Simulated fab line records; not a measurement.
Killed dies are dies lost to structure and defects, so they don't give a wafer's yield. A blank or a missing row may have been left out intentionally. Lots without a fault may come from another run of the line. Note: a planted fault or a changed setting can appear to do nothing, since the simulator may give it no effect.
fab line records	flow ritCmos
record: lots: 6	wafers: 18	lastDay: 7
route steps=202 shown PRETRO@72 GATE@75 FOX2@80 REOX@98 NLDD@103 SDANNEAL@155 M1@202
lots that met no fault: from a run of the same line without faults
startH: hours from the record's first day to the start of the lot's first wafer shown	waitH: how many hours have passed since the lot's step before this one	" same as the row above	L1.1+2: one row covering several wafers at once	- either no value or no given start	* or withheld: withheld	< > ~ a bound
route shown NAME@n: names a module that has steps shown in the file, with the first one's number in the route	usual: mean and standard deviation over wafers with no fault	same: alike in all rows	chamber/n: place in a boat	sites: readings site by site	_std_site: standard deviation across them	_edge_site: the outer-site mean with the inner-site mean subtracted	radiusMm: for every site, how far away it sits from the centre of the wafer	mask NAME#n: copy n	behind: the last tool/chamber to shape the wafer	hold: why the lot was held/for how many hours/how that ended	device: the transistor (n, p or np) that didn't switch	end of line: tests run on the same wafers once the route is complete	a step given without rows: its recipe and nothing more	killed: at the first sort, the dies lost to defects and structure; wafer yield is something else	map: the dies of a wafer, with x for killed, . for not killed, _ for no die there
set.NAME: the setting as run; set.NAME@STEP: as run at that earlier step	model.NAME: the simulator's own value behind a step, which no gauge read
lots at selected steps of the route; one table per step, one row per wafer
services: the hour from which a tool's chamber was out of use, counted from the record's first day as startH (under 0 if before that day), plus the number of hours and why
== steps ==
step: RIT_PRETRO_IMPLANT_08
recipe: species: B	energyKev: 45.71	doseCm2: 1.2e+13	tiltDeg: 7
step: RIT_PRETRO_STRIP_09
recipe: chemistry: O2	timeS: 180	resist: NOVOLAK	platenTempC: withheld	powerW: 500	pressureMtorr: 4000	o2FlowSccm: 4000
usual: drypumpMotorCurrentA: 5.8/0.6
lot.wafer	tool	chamber	startH	waitH	drypumpMotorCurrentA	rfHoursCounterH
L730.2	plasmaAsher-02	1	53.20	0.1	6.5	26
L730.3	"	0	"	"	6.0	-
L730.6	"	0	"	"	6.0	-
L731.1	plasmaAsher-01	1	58.09	0.1	4.8	43
L731.3	"	0	"	"	5.4	-
L731.6	"	1	"	"	4.8	-
L738.1	plasmaAsher-03	1	92.22	0.1	4.9	46
L738.5	"	1	"	"	4.9	-
L738.6	"	0	"	"	5.7	-
L739.2	plasmaAsher-03	1	96.17	0.1	4.9	47
L739.3	"	1	"	"	4.9	-
L739.4	"	0	"	"	5.7	-
L744.2	plasmaAsher-03	0	122.19	0.1	5.7	50
L744.4	"	1	"	"	4.9	-
L744.6	"	0	"	"	5.7	-
L749.3	plasmaAsher-02	0	147.20	0.1	6.0	-
L749.5	"	1	"	"	6.5	-
L749.6	"	0	"	"	6.0	-
step: RIT_PRETRO_TW_MEAS_10
usual: PRETRO_TW: 474.2/2.9
lot.wafer	tool	chamber	startH	waitH	PRETRO_TW
L730.2	filmMetro-01	-	53.38	0.1	475.7
L730.3	"	-	"	"	474.6
L730.6	"	-	"	"	473.0
L731.1	filmMetro-01	-	58.27	0.1	473.3
L731.3	"	-	"	"	475.1
L731.6	"	-	"	"	474.2
L738.1	filmMetro-04	-	92.39	0.1	479.6
L738.5	"	-	"	"	479.9
L738.6	"	-	"	"	475.3
L739.2	filmMetro-04	-	96.35	0.1	475.3
L739.3	"	-	"	"	475.0
L739.4	"	-	"	"	474.1
L744.2	filmMetro-04	-	122.38	0.1	474.7
L744.4	"	-	"	"	476.9
L744.6	"	-	"	"	475.0
L749.3	filmMetro-03	-	147.34	0.1	472.5
L749.5	"	-	"	"	470.1
L749.6	"	-	"	"	472.1
step: RIT_GATE_WET_ETCH_00
recipe: chemistry: BOE	target: SiO2	targetDepthNm: 56	timeS: 60	dry: n2Spin	dilution: 10:1	tempC: 21.5
step: RIT_GATE_CLEAN_01
recipe: chemistry: SC1	mix: 3:3:50	timeS: 600	tempC: 75
step: RIT_GATE_CLEAN_02
recipe: chemistry: dHF	dilution: 50:1	timeS: 30
step: RIT_GATE_CLEAN_03
recipe: chemistry: SC2	mix: 3:3:50	timeS: 600	tempC: 75	dry: n2Spin
step: RIT_GATE_CLEAN_04
recipe: chemistry: dHF	dilution: 50:1	timeS: 60	dry: n2Spin
step: RIT_FOX2_THK_MEAS_91
recipe: reads: SiO2_of_FOX2_OXIDATION_00
usual: FIELD_OXIDE_LEFT_2_THK: 253/5.7
lot.wafer	tool	chamber	startH	waitH	FIELD_OXIDE_LEFT_2_THK[nm]
L730.2	filmMetro-04	-	53.86	0.0	251
L730.3	"	-	"	"	246
L730.6	"	-	"	"	247
L731.1	filmMetro-04	-	58.74	0.0	260
L731.3	"	-	"	"	259
L731.6	"	-	"	"	260
L738.1	filmMetro-03	-	92.87	0.0	252
L738.5	"	-	"	"	251
L738.6	"	-	"	"	257
L739.2	filmMetro-03	-	96.83	0.0	258
L739.3	"	-	"	"	250
L739.4	"	-	"	"	258
L744.2	filmMetro-03	-	123.05	0.0	250
L744.4	"	-	"	"	255
L744.6	"	-	"	"	253
L749.3	filmMetro-04	-	147.82	0.0	262
L749.5	"	-	"	"	266
L749.6	"	-	"	"	256
step: RIT_GATE_OXIDATION_05
recipe: tempC: 900	ambient: O2	targetThkA: 30	oxTimeS: 270
step: RIT_GATE_ANNEAL_06
recipe: tempC: 900	timeS: 600	ambient: N2O
step: RIT_GATE_THK_MEAS_07
recipe: reads: SiO2_of_GATE_OXIDATION_05
usual: GATE_OXIDE_THK: 3.00/0.061
lot.wafer	tool	chamber	startH	waitH	GATE_OXIDE_THK[nm]
L730.2	filmMetro-03	-	56.86	0.0	3.02
L730.3	"	-	"	"	2.93
L730.6	"	-	"	"	3.01
L731.1	filmMetro-02	-	60.20	0.0	2.98
L731.3	"	-	"	"	3.01
L731.6	"	-	"	"	3.02
L738.1	filmMetro-03	-	94.64	0.0	3.01
L738.5	"	-	"	"	2.99
L738.6	"	-	"	"	2.95
L739.2	filmMetro-02	-	98.21	0.0	3.01
L739.3	"	-	"	"	3.08
L739.4	"	-	"	"	2.99
L744.2	filmMetro-02	-	124.83	0.0	3.05
L744.4	"	-	"	"	2.99
L744.6	"	-	"	"	3.04
L749.3	filmMetro-02	-	149.20	0.0	3.14
L749.5	"	-	"	"	3.15
L749.6	"	-	"	"	3.02
step: RIT_GATE_CVD_08
recipe: material: poly-Si	targetThkNm: 250	tempC: 610	precursor: SiH4	timeS: 2220	pressureMtorr: 300	sih4FlowSccm: 100
usual: spikeTcSourceC: 632/3.9
lot.wafer	tool	chamber	startH	waitH	spikeTcSourceC	model.poly-Si_of_GATE_CVD_08.thkNm
L730.2	lpcvd-02	1	56.91	0.0	630	158.4
L730.3	"	1	"	"	629	156.4
L730.6	"	1	"	"	628	158.6
L731.1	lpcvd-02	0	60.26	0.1	630	159
L731.3	"	0	"	"	630	158.6
L731.6	"	0	"	"	631	156.9
L738.1	lpcvd-01	1	95.15	0.5	638	247
L738.5	"	1	"	"	639	248.5
L738.6	"	1	"	"	639	247
L739.2	lpcvd-01	1	99.70	1.5	637	249.2
L739.3	"	1	"	"	639	250.8
L739.4	"	1	"	"	637	248.9
L744.2	lpcvd-01	1	124.88	0.0	637	245.6
L744.4	"	1	"	"	638	244.9
L744.6	"	1	"	"	639	244.4
L749.3	lpcvd-02	0	149.24	0.0	629	253.5
L749.5	"	0	"	"	630	253.4
L749.6	"	0	"	"	631	253.5
step: RIT_GATE_THK_MEAS_09
recipe: reads: poly-Si_of_GATE_CVD_08
usual: GATE_POLY_THK: 249.0/2.3
lot.wafer	tool	chamber	startH	waitH	GATE_POLY_THK[nm]
L730.2	filmMetro-03	-	58.54	0.0	158.3
L730.3	"	-	"	"	156.4
L730.6	"	-	"	"	158.5
L731.1	filmMetro-04	-	61.88	0.0	158.9
L731.3	"	-	"	"	158.7
L731.6	"	-	"	"	157.0
L738.1	filmMetro-04	-	97.57	0.0	247.1
L738.5	"	-	"	"	248.6
L738.6	"	-	"	"	246.7
L739.2	filmMetro-03	-	102.13	0.0	249.2
L739.3	"	-	"	"	250.9
L739.4	"	-	"	"	249.1
L744.2	filmMetro-03	-	127.31	0.0	245.6
L744.4	"	-	"	"	244.7
L744.6	"	-	"	"	244.4
L749.3	filmMetro-02	-	150.88	0.0	253.4
L749.5	"	-	"	"	253.3
L749.6	"	-	"	"	253.5
step: RIT_GATE_HMDS_10
recipe: primeTimeS: 60	primeTempC: 140
step: RIT_GATE_COAT_11
recipe: resist: NOVOLAK	spinRpm: 4250	resistThkNm: 866.1
step: RIT_GATE_SOFTBAKE_12
recipe: resist: NOVOLAK	tempC: 90	timeS: 60
step: RIT_GATE_EXPOSE_13
recipe: maskId: M6	na: 0.6	sourceShape: conventional	sigmaOuter: 0.6	targetCdNm: 150	doseMj: 380
step: RIT_GATE_PEB_14
recipe: resist: NOVOLAK	tempC: withheld	timeS: withheld
step: RIT_GATE_DEVELOP_15
recipe: resist: NOVOLAK	developTimeS: 50	devTempC: 23
step: RIT_GATE_CD_MEAS_16
recipe: targetCdNm: 150
usual: cdNm: 150.5/2.6
lot.wafer	tool	chamber	startH	waitH	cdNm
L730.2	cdSem-01	-	59.46	-	142.5
L730.3	"	-	"	"	145.4
L730.6	"	-	"	"	143.2
L731.1	cdSem-02	-	62.79	-	151.0
L731.3	"	-	"	"	149.5
L731.6	"	-	"	"	152.6
L738.1	cdSem-02	-	98.48	-	153.1
L738.5	"	-	"	"	153.5
L738.6	"	-	"	"	154.3
L739.2	cdSem-02	-	103.22	-	154.3
L739.3	"	-	"	"	150.6
L739.4	"	-	"	"	152.8
L744.2	cdSem-01	-	128.36	-	152.9
L744.4	"	-	"	"	152.1
L744.6	"	-	"	"	152.6
L749.3	cdSem-01	-	151.93	-	152.3
L749.5	"	-	"	"	151.1
L749.6	"	-	"	"	152.3
step: RIT_GATE_OVL_MEAS_17
usual: GATE_OVL: 0.0/1.7
lot.wafer	tool	chamber	startH	waitH	GATE_OVL[nm]
L730.2	overlay-02	-	59.57	0.1	0.9
L730.3	"	-	"	"	1.5
L730.6	"	-	"	"	0.0
L731.1	overlay-02	-	62.91	0.1	2.7
L731.3	"	-	"	"	2.2
L731.6	"	-	"	"	1.6
L738.1	overlay-02	-	98.60	0.1	-0.9
L738.5	"	-	"	"	1.2
L738.6	"	-	"	"	0.0
L739.2	overlay-02	-	103.32	0.1	2.3
L739.3	"	-	"	"	0.6
L739.4	"	-	"	"	-0.4
L744.2	overlay-02	-	128.46	0.1	-0.7
L744.4	"	-	"	"	-1.4
L744.6	"	-	"	"	-1.4
L749.3	overlay-01	-	152.02	0.1	-0.9
L749.5	"	-	"	"	-1.4
L749.6	"	-	"	"	-2.6
step: RIT_GATE_HARDBAKE_18
recipe: resist: NOVOLAK	tempC: 140	timeS: 60
step: RIT_GATE_ETCH_19
recipe: chemistry: SF6/CHF3/O2	timeS: 165	SF6_flow_sccm: 30	CHF3_flow_sccm: 30	O2_flow_sccm: 5	target: poly-Si	pressureMtorr: 40	rfW: 160	targetDepthA: 3125	overEtchFrac: 0.25	stopOn: SiO2
usual: drypumpMotorCurrentA: 5.8/0.37	oesProductAu: 0.843/0.016	rfFwdPowerW: 159.4/0.49	throttleValvePct: 10.16/0.1
lot.wafer	tool	chamber	startH	waitH	drypumpMotorCurrentA	oesProductAu	rfFwdPowerW	rfHoursCounterH	throttleValvePct	model.GATE.featureDepthNm	model.etch.depthNm
L730.2	rieSi-02	3	59.75	0.1	5.4	0.629	159.3	1	10.05	158.4	158.4
L730.3	"	2	"	"	6.3	0.632	160.1	69	9.99	156.4	156.4
L730.6	"	3	"	"	5.4	0.642	159.3	-	10.05	158.6	158.6
L731.1	rieSi-01	2	63.10	0.1	6.1	0.611	159.4	48	10.15	159	159
L731.3	"	0	"	"	6.1	0.647	160.0	125	10.15	158.6	158.6
L731.6	"	2	"	"	6.2	0.619	158.5	-	10.15	156.9	156.9
L738.1	rieSi-01	0	98.79	0.1	6.1	0.846	159.8	125	10.16	247	247
L738.5	"	2	"	"	6.1	0.825	159.5	-	10.17	248.5	248.5
L738.6	"	3	"	"	5.4	0.839	158.9	-	10.21	247	247
L739.2	rieSi-02	2	103.50	0.1	6.3	0.856	159.7	70	9.97	249.2	249.2
L739.3	"	0	"	"	5.8	0.864	159.5	0	10.27	250.8	250.8
L739.4	"	1	"	"	5.6	0.814	159.8	121	10.23	248.9	248.9
L744.2	rieSi-01	0	128.64	0.1	6.0	0.848	159.3	126	10.16	245.6	245.6
L744.4	"	3	"	"	5.4	0.836	159.2	1	10.21	244.9	244.9
L744.6	"	3	"	"	5.4	0.831	159.2	-	10.19	244.4	244.4
L749.3	rieSi-02	2	152.20	0.1	6.3	0.860	159.0	70	9.98	253.5	253.5
L749.5	"	2	"	"	6.3	0.866	159.8	-	9.98	253.4	253.4
L749.6	"	3	"	"	5.4	0.863	159.7	-	10.05	253.5	253.5
step: RIT_GATE_STRIP_20
recipe: chemistry: O2	timeS: 180	resist: NOVOLAK	platenTempC: withheld	powerW: 500	pressureMtorr: 4000	o2FlowSccm: 4000
usual: drypumpMotorCurrentA: 5.7/0.62
lot.wafer	tool	chamber	startH	waitH	drypumpMotorCurrentA	rfHoursCounterH
L730.2	plasmaAsher-01	0	59.85	0.1	5.3	43
L730.3	"	0	"	"	5.3	-
L730.6	"	0	"	"	5.3	-
L731.1	plasmaAsher-04	0	63.20	0.1	6.2	42
L731.3	"	0	"	"	6.2	-
L731.6	"	1	"	"	5.0	-
L738.1	plasmaAsher-02	0	98.90	0.1	6.0	30
L738.5	"	0	"	"	6.0	-
L738.6	"	1	"	"	6.5	-
L739.2	plasmaAsher-01	0	103.61	0.1	5.4	48
L739.3	"	1	"	"	4.8	-
L739.4	"	0	"	"	5.3	-
L744.2	plasmaAsher-02	0	128.75	0.1	6.0	34
L744.4	"	0	"	"	6.0	-
L744.6	"	0	"	"	6.0	-
L749.3	plasmaAsher-02	0	152.36	0.1	5.9	-
L749.5	"	1	"	"	6.5	-
L749.6	"	0	"	"	6.0	-
step: RIT_GATE_CD_MEAS_90
recipe: targetCdNm: 150
usual: cdNm: 150.5/2.6
lot.wafer	tool	chamber	startH	waitH	cdNm
L730.2	cdSem-02	-	60.05	0.1	143.0
L730.3	"	-	"	"	145.1
L730.6	"	-	"	"	143.1
L731.1	cdSem-01	-	63.38	0.1	150.6
L731.3	"	-	"	"	149.6
L731.6	"	-	"	"	152.9
L738.1	cdSem-01	-	99.07	0.1	152.9
L738.5	"	-	"	"	153.9
L738.6	"	-	"	"	155.0
L739.2	cdSem-01	-	103.81	0.1	154.0
L739.3	"	-	"	"	151.0
L739.4	"	-	"	"	152.8
L744.2	cdSem-02	-	128.95	0.1	153.0
L744.4	"	-	"	"	152.0
L744.6	"	-	"	"	152.5
L749.3	cdSem-01	-	152.52	0.1	152.4
L749.5	"	-	"	"	150.9
L749.6	"	-	"	"	152.0
step: RIT_REOX_CLEAN_00
recipe: chemistry: SC1	mix: 3:3:50	timeS: 600	tempC: 75
step: RIT_REOX_CLEAN_01
recipe: chemistry: dHF	dilution: 50:1	timeS: 30
step: RIT_REOX_CLEAN_02
recipe: chemistry: SC2	mix: 3:3:50	timeS: 600	tempC: 75	dry: n2Spin
step: RIT_REOX_OXIDATION_03
recipe: tempC: 900	ambient: O2	targetThkA: 252	oxTimeS: 5580
step: RIT_REOX_THK_MEAS_04
recipe: reads: SiO2_of_REOX_OXIDATION_03
usual: REOX_OXIDE_THK: 25.1/0.56
lot.wafer	tool	chamber	startH	waitH	REOX_OXIDE_THK[nm]
L730.2	filmMetro-02	-	64.70	0.0	25.1
L730.3	"	-	"	"	24.8
L730.6	"	-	"	"	24.9
L731.1	filmMetro-01	-	67.36	0.0	25.4
L731.3	"	-	"	"	25.3
L731.6	"	-	"	"	25.5
L738.1	filmMetro-01	-	102.13	0.0	26.2
L738.5	"	-	"	"	25.9
L738.6	"	-	"	"	25.7
L739.2	filmMetro-03	-	106.84	0.0	24.5
L739.3	"	-	"	"	24.3
L739.4	"	-	"	"	24.5
L744.2	filmMetro-01	-	131.97	0.0	24.6
L744.4	"	-	"	"	25.3
L744.6	"	-	"	"	25.3
L749.3	filmMetro-01	-	155.75	0.0	24.5
L749.5	"	-	"	"	24.4
L749.6	"	-	"	"	24.9
step: RIT_NLDD_HMDS_00
recipe: primeTimeS: 60	primeTempC: 140
step: RIT_NLDD_COAT_01
recipe: resist: NOVOLAK	spinRpm: 3321	resistThkNm: 1000
step: RIT_NLDD_SOFTBAKE_02
recipe: resist: NOVOLAK	tempC: 90	timeS: 60
step: RIT_NLDD_EXPOSE_03
recipe: maskId: M7	na: 0.57	targetCdNm: 40700	doseMj: 250
step: RIT_NLDD_PEB_04
recipe: resist: NOVOLAK	tempC: withheld	timeS: withheld
step: RIT_NLDD_DEVELOP_05
recipe: resist: NOVOLAK	developTimeS: 50	devTempC: 23
step: RIT_NLDD_OVL_MEAS_06
usual: NLDD_OVL: -0.6/1.3
lot.wafer	tool	chamber	startH	waitH	NLDD_OVL[nm]
L730.2	overlay-02	-	65.65	-	0.1
L730.3	"	-	"	"	0.4
L730.6	"	-	"	"	0.4
L731.1	overlay-02	-	68.40	-	0.7
L731.3	"	-	"	"	0.5
L731.6	"	-	"	"	-0.9
L738.1	overlay-01	-	103.24	-	-1.0
L738.5	"	-	"	"	-0.9
L738.6	"	-	"	"	0.3
L739.2	overlay-01	-	107.96	-	-0.7
L739.3	"	-	"	"	-0.4
L739.4	"	-	"	"	1.8
L744.2	overlay-02	-	132.94	-	0.9
L744.4	"	-	"	"	1.0
L744.6	"	-	"	"	0.0
L749.3	overlay-01	-	156.66	-	-0.9
L749.5	"	-	"	"	-2.9
L749.6	"	-	"	"	0.2
step: RIT_NLDD_HARDBAKE_07
recipe: resist: NOVOLAK	tempC: 140	timeS: 60
step: RIT_NLDD_IMPLANT_08
recipe: species: P	energyKev: 20	doseCm2: 5e+14	tiltDeg: 7
step: RIT_NLDD_STRIP_09
recipe: chemistry: O2	timeS: 180	resist: NOVOLAK	platenTempC: withheld	powerW: 500	pressureMtorr: 4000	o2FlowSccm: 4000
usual: drypumpMotorCurrentA: 5.3/0.44
lot.wafer	tool	chamber	startH	waitH	drypumpMotorCurrentA	rfHoursCounterH
L730.2	plasmaAsher-03	0	65.98	0.1	5.7	43
L730.3	"	0	"	"	5.7	-
L730.6	"	1	"	"	4.9	-
L731.1	plasmaAsher-01	0	68.73	0.1	5.3	44
L731.3	"	1	"	"	4.8	-
L731.6	"	1	"	"	4.8	-
L738.1	plasmaAsher-03	0	103.57	0.1	5.7	47
L738.5	"	1	"	"	4.9	-
L738.6	"	0	"	"	5.7	-
L739.2	plasmaAsher-03	1	108.31	0.1	4.9	48
L739.3	"	0	"	"	5.7	-
L739.4	"	1	"	"	4.9	-
L744.2	plasmaAsher-03	1	133.27	0.1	4.9	51
L744.4	"	1	"	"	4.9	-
L744.6	"	1	"	"	4.9	-
L749.3	plasmaAsher-01	1	157.04	0.1	4.8	-
L749.5	"	0	"	"	5.4	-
L749.6	"	1	"	"	4.8	-
step: RIT_NLDD_TW_MEAS_10
usual: NLDD_TW: 2486/16
lot.wafer	tool	chamber	startH	waitH	NLDD_TW
L730.2	filmMetro-04	-	66.16	0.1	2499
L730.3	"	-	"	"	2505
L730.6	"	-	"	"	2505
L731.1	filmMetro-01	-	68.91	0.1	2483
L731.3	"	-	"	"	2463
L731.6	"	-	"	"	2476
L738.1	filmMetro-02	-	103.75	0.1	2466
L738.5	"	-	"	"	2471
L738.6	"	-	"	"	2471
L739.2	filmMetro-02	-	108.50	0.1	2463
L739.3	"	-	"	"	2458
L739.4	"	-	"	"	2455
L744.2	filmMetro-01	-	133.45	0.1	2484
L744.4	"	-	"	"	2485
L744.6	"	-	"	"	2478
L749.3	filmMetro-04	-	157.18	0.1	2492
L749.5	"	-	"	"	2505
L749.6	"	-	"	"	2512
step: RIT_SDANNEAL_CLEAN_02
recipe: chemistry: SC2	mix: 3:3:50	timeS: 600	tempC: 75	dry: n2Spin
lot.wafer	tool	chamber	startH	waitH	model.poly-Si_of_GATE_CVD_08.thkNm
L730.2	wetBench-04	3	73.42	0.0	71.01
L730.3	"	3	"	"	68.28
L730.6	"	3	"	"	72
L731.1	wetBench-04	1	76.29	0.0	72.39
L731.3	"	1	"	"	72.52
L731.6	"	1	"	"	69.93
L738.1	wetBench-01	3	111.96	0.0	161
L738.5	"	3	"	"	162.9
L738.6	"	3	"	"	160.7
L739.2	wetBench-03	1	115.73	0.0	162.1
L739.3	"	1	"	"	164.4
L739.4	"	1	"	"	162
L744.2	wetBench-01	1	140.60	0.0	159.2
L744.4	"	1	"	"	159.5
L744.6	"	1	"	"	158.2
L749.3	wetBench-04	3	164.29	0.0	166.8
L749.5	"	3	"	"	167.1
L749.6	"	3	"	"	167.3
step: RIT_M1_PROBE_99
usual: killedAtContacts: 0.1/0.27	killedAtFrontEnd: 7/3	killedDies: 7.0/3	killedOpen: 3.5/2.1	killedShort: 3.4/1.9
same: grossDies: 264	killed_at_M0_to_M3: 0	killed_at_M4_up: 0	killedAtBackSide: 0	killedAtOther: 0
lot.wafer	tool	chamber	startH	waitH	killedAtContacts	killedAtFrontEnd	killedDies	killedOpen	killedShort
L730.2	prober-01	-	81.28	0.1	0	6	6	3	3
L730.3	prober-01	-	81.33	0.2	1	4	5	2	3
L730.6	prober-01	-	81.48	0.2	0	8	8	5	3
L731.1	prober-02	-	84.02	0.1	0	11	11	6	4
L731.3	prober-02	-	84.12	0.2	0	9	9	7	2
L731.6	prober-02	-	84.27	0.2	0	5	5	1	4
L738.1	prober-01	-	120.30	0.1	0	5	5	3	2
L738.5	prober-01	-	120.50	0.2	0	6	6	5	1
L738.6	prober-01	-	120.55	0.2	0	7	7	2	5
L739.2	prober-02	-	123.78	0.1	0	8	8	6	2
L739.3	prober-02	-	123.83	0.2	0	7	7	3	4
L739.4	prober-02	-	123.88	0.2	0	7	7	6	1
L744.2	prober-01	-	148.37	0.1	0	4	4	1	3
L744.4	prober-01	-	148.47	0.2	0	5	5	3	2
L744.6	prober-01	-	148.57	0.2	0	3	3	1	2
L749.3	prober-02	-	171.87	0.2	0	9	9	4	5
L749.5	prober-02	-	171.97	0.2	0	1	1	0	1
L749.6	prober-02	-	172.02	0.2	0	3	3	1	2
killed by level:class
L730.2 GATE:geometricParticle:short=2 FOX1:geometricParticle:open=1 GATE:geometricParticle:open=1 SPACER:geometricParticle:open=1 SILICIDE:geometricParticle:short=1
L730.3 GATE:geometricParticle:short=2 FOX1:geometricParticle:short=1 FOX1:geometricParticle:open=1 CONTACT:geometricParticle:open=1
L730.6 REOX:geometricParticle:open=3 SILICIDE:geometricParticle:short=3 FOX1:geometricParticle:open=1 GATE:geometricParticle:open=1
L731.1 GATE:geometricParticle:open=4 SPACER:geometricParticle:short=2 SILICIDE:geometricParticle:open=2 GATE:geometricParticle:short=1 REOX:geometricParticle:short=1 PRETRO:coatMicrobubblePrinted=1
L731.3 SPACER:geometricParticle:open=4 REOX:geometricParticle:open=2 FOX2:geometricParticle:short=1 SILICIDE:geometricParticle:short=1 SILICIDE:geometricParticle:open=1
L731.6 SPACER:geometricParticle:short=2 FOX2:geometricParticle:open=1 GATE:geometricParticle:short=1 REOX:geometricParticle:short=1
L738.1 SPACER:geometricParticle:short=2 SPACER:geometricParticle:open=2 REOX:geometricParticle:open=1
L738.5 SILICIDE:geometricParticle:open=2 SPACER:geometricParticle:open=2 REOX:geometricParticle:short=1 REOX:geometricParticle:open=1
L738.6 GATE:geometricParticle:short=3 FOX1:geometricParticle:short=1 REOX:geometricParticle:open=1 SPACER:geometricParticle:short=1 SILICIDE:geometricParticle:open=1
L739.2 GATE:geometricParticle:open=2 FOX1:geometricParticle:short=1 FOX2:geometricParticle:open=1 GATE:geometricParticle:short=1 REOX:geometricParticle:open=1 SPACER:geometricParticle:open=1 SILICIDE:geometricParticle:open=1
L739.3 SILICIDE:geometricParticle:short=2 FOX1:geometricParticle:short=1 REOX:geometricParticle:open=1 SPACER:geometricParticle:open=1 SPACER:geometricParticle:short=1 SILICIDE:geometricParticle:open=1
L739.4 SILICIDE:geometricParticle:open=2 FOX1:geometricParticle:open=1 FOX2:geometricParticle:open=1 GATE:geometricParticle:open=1 SPACER:geometricParticle:open=1 SPACER:geometricParticle:short=1
L744.2 REOX:geometricParticle:short=2 REOX:geometricParticle:open=1 SPACER:geometricParticle:short=1
L744.4 SILICIDE:geometricParticle:open=2 GATE:geometricParticle:short=1 REOX:geometricParticle:open=1 REOX:geometricParticle:short=1
L744.6 FOX1:geometricParticle:short=1 FOX2:geometricParticle:short=1 GATE:geometricParticle:open=1
L749.3 GATE:geometricParticle:short=5 FOX1:geometricParticle:open=1 GATE:geometricParticle:open=1 REOX:geometricParticle:open=1 SPACER:geometricParticle:open=1
L749.5 GATE:geometricParticle:short=1
L749.6 GATE:geometricParticle:short=2 SPACER:geometricParticle:open=1
== services ==
tool	chamber	startH	hours	kind
plasmaAsher-02	-	31.32	2.8	pm
lpcvd-02	-	34.97	2.8	pm
rieSi-02	-	48.75	0.3	repair
rieSi-02	0	53.33	-	clean
rieSi-02	0	53.33	20.2	scheduledDown
rieSi-02	0	53.33	20.2	ventCycle
plasmaAsher-03	-	63.43	0.4	repair
rieSi-02	-	79.76	2.8	pm
rieSi-02	-	82.51	4.0	pm
plasmaAsher-01	-	108.87	9.0	pm
plasmaAsher-01	0	108.87	9.0	ventCycle
plasmaAsher-01	1	108.87	9.0	ventCycle
rieSi-01	1	110.23	7.7	repair
plasmaAsher-01	-	117.87	2.8	pm
plasmaAsher-01	0	117.87	-	clean
plasmaAsher-01	1	117.87	-	clean
plasmaAsher-01	-	120.62	14.6	pm
rieSi-02	1	142.67	2.5	repair
rieSi-01	1	144.81	7.0	repair
wetBench-03	-	146.75	5.7	repair
rieSi-02	2	164.10	6.5	repair
== key ==
firstSign: step: RIT_GATE_THK_MEAS_09	reading: GATE_POLY_THK	direction: down	sigmas: 39	usual: 249.0	struck: 158.0
effect: step: RIT_GATE_ETCH_19	reading: oesProductAu	direction: down	sigmas: 14	usual: 0.843	struck: 0.630
modelEffect: step: RIT_GATE_CVD_08	value: poly-Si_of_GATE_CVD_08.thkNm	without: 251.7	struck: 158
modelEffect: step: RIT_GATE_ETCH_19	value: GATE.featureDepthNm	without: 251.7	struck: 158
modelEffect: step: RIT_SDANNEAL_CLEAN_02	value: poly-Si_of_GATE_CVD_08.thkNm	without: 164.7	struck: 71.02
metAt RIT_GATE_CVD_08
struckWafers L730.2,L730.3,L730.6,L731.1,L731.3,L731.6
testerLeftOut L730,L731
fault: kind: processParameterDrift	tool: lpcvd-02	chamber: -	onsetH: 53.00	steps: RIT_GATE_CVD_08	channel: targetThkNm	offset: -93.704	shape: step	endH: 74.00	actsIn: theseRecipesOnly	stated: 250
testerLeftOut: of these lots the tester's yield and bins aren't shown, on N5 and GAA mostly nor the transistor test; their killed dies are dies lost to structure and defects alone, not to doping, threshold or leakage, so they don't give the yield
